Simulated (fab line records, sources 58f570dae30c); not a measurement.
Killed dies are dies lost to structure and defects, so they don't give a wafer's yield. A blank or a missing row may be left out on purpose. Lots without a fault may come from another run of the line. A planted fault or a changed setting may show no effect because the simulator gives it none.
Split-lot experiment | flow berkeley_cmos170 | 5 lots, 23 wafers read, on a route of 331 steps

THE SPLIT
At UCB170_V2_ETCH_14 (etches SiO2 in CHF3/CF4/Ar, stops on Al, target depth 1250 nm, time 291 s), the setting rf_w was moved away from the recipe's 700 W on 5 of the 23 wafers read, by -7.5% to +4.4%. The other wafers ran this setting at the recipe's value.

The reading is taken at the split's own step.

THE READING
KrF_of_V2_COAT_07.thk_nm (the simulator's own value, which no gauge read), in nm, at UCB170_V2_ETCH_14 (etches SiO2 in CHF3/CF4/Ar, stops on Al, target depth 1250 nm, time 291 s). The file gives no usual value for it. The 18 wafers here that ran the recipe average 611.2 nm, standard deviation 4.1 nm.

wafer  | tool, chamber at the split | rf_w as run, W | against the recipe | KrF_of_V2_COAT_07.thk_nm, nm | against lot-mates on the recipe
L076.1 | rie_diel-03, 1             | 700            | recipe             | 611.1                        | -
L076.5 | rie_diel-03, 1             | 700            | recipe             | 611.1                        | -
L076.2 | rie_diel-03, 2             | 700            | recipe             | 610.1                        | -
L076.4 | rie_diel-03, 0             | 647.5          | -7.5%              | 624.5                        | +13.7
L076.6 | rie_diel-03, 0             | 647.5          | -7.5%              | 621.4                        | +10.6
L075.3 | rie_diel-01, 2             | 700            | recipe             | 611.1                        | -
L075.4 | rie_diel-01, 3             | 700            | recipe             | 610.7                        | -
L075.5 | rie_diel-01, 1             | 700            | recipe             | 613.7                        | -
L077.1 | rie_diel-04, 2             | 700            | recipe             | 604.8                        | -
L077.3 | rie_diel-04, 0             | 700            | recipe             | 613.9                        | -
L077.4 | rie_diel-04, 1             | 700            | recipe             | 606.7                        | -
L077.5 | rie_diel-04, 1             | 700            | recipe             | 605.9                        | -
L077.6 | rie_diel-04, 2             | 700            | recipe             | 606.4                        | -
L082.1 | rie_diel-04, 3             | 730.5          | +4.4%              | 611.6                        | -8.6
L082.2 | rie_diel-04, 0             | 700            | recipe             | 622.3                        | -
L082.3 | rie_diel-04, 1             | 730.5          | +4.4%              | 612.9                        | -7.3
L082.4 | rie_diel-04, 2             | 730.5          | +4.4%              | 607                          | -13.2
L082.5 | rie_diel-04, 1             | 700            | recipe             | 618.1                        | -
L079.1 | rie_diel-01, 0             | 700            | recipe             | 608.9                        | -
L079.3 | rie_diel-01, 3             | 700            | recipe             | 611.4                        | -
L079.4 | rie_diel-01, 1             | 700            | recipe             | 612.4                        | -
L079.5 | rie_diel-01, 1             | 700            | recipe             | 611.1                        | -
L079.6 | rie_diel-01, 0             | 700            | recipe             | 611.6                        | -

THE FIT
A straight line over all 23 wafers: KrF_of_V2_COAT_07.thk_nm changes by -1.08 nm for each +1% of rf_w; r = -0.58; the points scatter about the line by 4.3 nm.
The same after taking each lot's own level away (the mean of its wafers on the recipe; 23 wafers): -1.83 nm for each +1%; r = -0.92; scatter 2.3 nm.
On that fit, the largest move of rf_w shifts the reading by 14 nm.
The lots' own levels span 607.54 to 620.20 nm, that is 3.1 times the standard deviation above.
So the lot-to-lot level blurs the effect unless lot-mates are compared.
Check: with one of the wafers moved furthest among these (-7.5%) left out of the fit, the line predicts +13.2 nm for it against its lot-mates. It came out at +13.7 nm against them.

OTHER SPLITS ON THESE WAFERS
These wafers also went through other splits before the reading. Each is held against what the fit with the lots' levels taken away leaves over:
other split on the same wafers     | wafers away from the commonest value | r with KrF_of_V2_COAT_07.thk_nm (lot level and that fit taken away)
UCB170_NLDD_COAT_01 resist_thk_nm  | 6                                    | -0.23
UCB170_NLDD_IMPLANT_09 energy_kev  | 10                                   | -0.21
UCB170_CONTACT_CVD_01 o2_flow_sccm | 10                                   | -0.05
UCB170_CONTACT_ETCH_18 rf_w        | 8                                    | +0.00
UCB170_M1_METAL_ETCH_12 time_s     | 6                                    | +0.08
UCB170_M2_STRIP_07 o2_flow_sccm    | 4                                    | -0.21
UCB170_M2_METAL_ETCH_18 icp_w      | 11                                   | -0.01

THE WHOLE CHAIN: every reading that the file lists as answering this split, in the file's order
step               | what it does                                                              | reading                                                                   | change (the file's fit)              | r (the file's)
UCB170_V2_ETCH_14  | etches SiO2 in CHF3/CF4/Ar, stops on Al, target depth 1250 nm, time 291 s | KrF_of_V2_COAT_07.thk_nm (the simulator's own value, which no gauge read) | -1.78 nm for each +1% of the setting | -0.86
UCB170_V2_STRIP_15 | strips in O2                                                              | strip_time_to_endpoint_s                                                  | withheld for each +1% of the setting | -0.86

THE FILE'S OWN FIT
KrF_of_V2_COAT_07.thk_nm changes by -1.78 nm for each +1% of rf_w, r = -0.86.
